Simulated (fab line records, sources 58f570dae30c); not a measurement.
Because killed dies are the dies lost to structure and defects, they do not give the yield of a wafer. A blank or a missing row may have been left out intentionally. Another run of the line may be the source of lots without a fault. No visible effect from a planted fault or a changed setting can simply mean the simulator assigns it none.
fab line records    flow berkeley_cmos170
record lots=11  wafers=33  last_day=11
route steps=331 shown GATE@128
lots with no fault: from the same line, run without faults
start_h: start of the lot's first displayed wafer, in hours after the record's first day    wait_h: hours from the lot's prior step to this one    " the same as in the row above    L1.1+2: a single row standing in for several wafers    - no value, or no start given    * or withheld: withheld    < > ~ a bound
route shown NAME@n: names a module that has steps shown in the file, with the first one's number in the route    usual: average and standard deviation across the fault-free wafers    same: alike in all rows    chamber/n: place in a boat    sites: the reading at each site    _std_site: the standard deviation of these    _edge_site: inner sites' mean taken away from outer sites' mean    radius_mm: how far each site lies from the wafer's centre    mask NAME#n: copy n    behind: the last tool/chamber to shape the wafer    hold: cause of the lot's hold/its duration in hours/its outcome    device: whichever transistor did not switch (one of n, p or np)    end of line: the route-end tests of the same wafers    a step given without rows: its recipe and nothing more    killed: the dies lost at the first sort to structure and to defects; this is not the yield of the wafer    map: a wafer's dies, marking killed ones x, the rest . and places with no die _
set.NAME: the setting the step ran with; set.NAME@STEP: the setting that earlier step ran with    model.NAME: the simulator's own value behind a step, which no gauge read
the route's steps for a sample of lots (tables are steps, rows are wafers)
## steps
# step UCB170_GATE_THK_MEAS_02
# recipe reads=SiO2_of_GATE_OXIDATION_01
# usual GATE_OXIDE_THK=6.50/0.13
lot.wafer  tool           chamber  start_h  wait_h  GATE_OXIDE_THK[nm]
L324.1     film_metro-04  -        119.87   0.0     6.69
L324.2     "              -        "        "       6.60
L324.4     "              -        "        "       6.63
L323.1     film_metro-04  -        123.95   0.0     6.35
L323.3     "              -        "        "       6.45
L323.5     "              -        "        "       6.46
L325.4     film_metro-03  -        123.98   0.0     6.47
L325.5     "              -        "        "       6.45
L325.6     "              -        "        "       6.40
L333.2     film_metro-03  -        165.36   0.0     8.53
L333.5     "              -        "        "       8.47
L333.6     "              -        "        "       8.48
L335.2     film_metro-03  -        187.76   0.0     8.48
L335.4     "              -        "        "       8.44
L335.6     "              -        "        "       8.47
L338.1     film_metro-01  -        187.78   0.0     6.68
L338.2     "              -        "        "       6.51
L338.6     "              -        "        "       6.60
L339.3     film_metro-04  -        192.10   0.0     6.56
L339.5     "              -        "        "       6.56
L339.6     "              -        "        "       6.42
L342.2     film_metro-01  -        198.74   0.0     6.66
L342.3     "              -        "        "       6.53
L342.4     "              -        "        "       6.51
L340.1     film_metro-01  -        203.00   0.0     6.53
L340.2     "              -        "        "       6.41
L340.5     "              -        "        "       6.62
L344.4     film_metro-01  -        219.19   0.0     6.60
L344.5     "              -        "        "       6.65
L344.6     "              -        "        "       6.63
L345.2     film_metro-04  -        225.76   0.0     6.45
L345.5     "              -        "        "       6.46
L345.6     "              -        "        "       6.39
## key
first_sign step=UCB170_GATE_THK_MEAS_02  reading=GATE_OXIDE_THK  direction=up  sigmas=16  usual=6.50  struck=8.48
effect none on later readings
met_at UCB170_GATE_THK_MEAS_02
struck_lots L333,L335
tester_left_out L333,L335
onset_between 123.98 165.36
fault kind=metrology_matching_offset  tool=film_metro-03  chamber=-  onset_h=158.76  steps=UCB170_GATE_THK_MEAS_02  param=thk_nm  offset=1.9277
# tester_left_out: of these lots the tester's yield and bins aren't shown, on N5 and GAA mostly nor the transistor test; their killed dies are dies lost to structure and defects alone, not to doping, threshold or leakage, so they don't give the yield
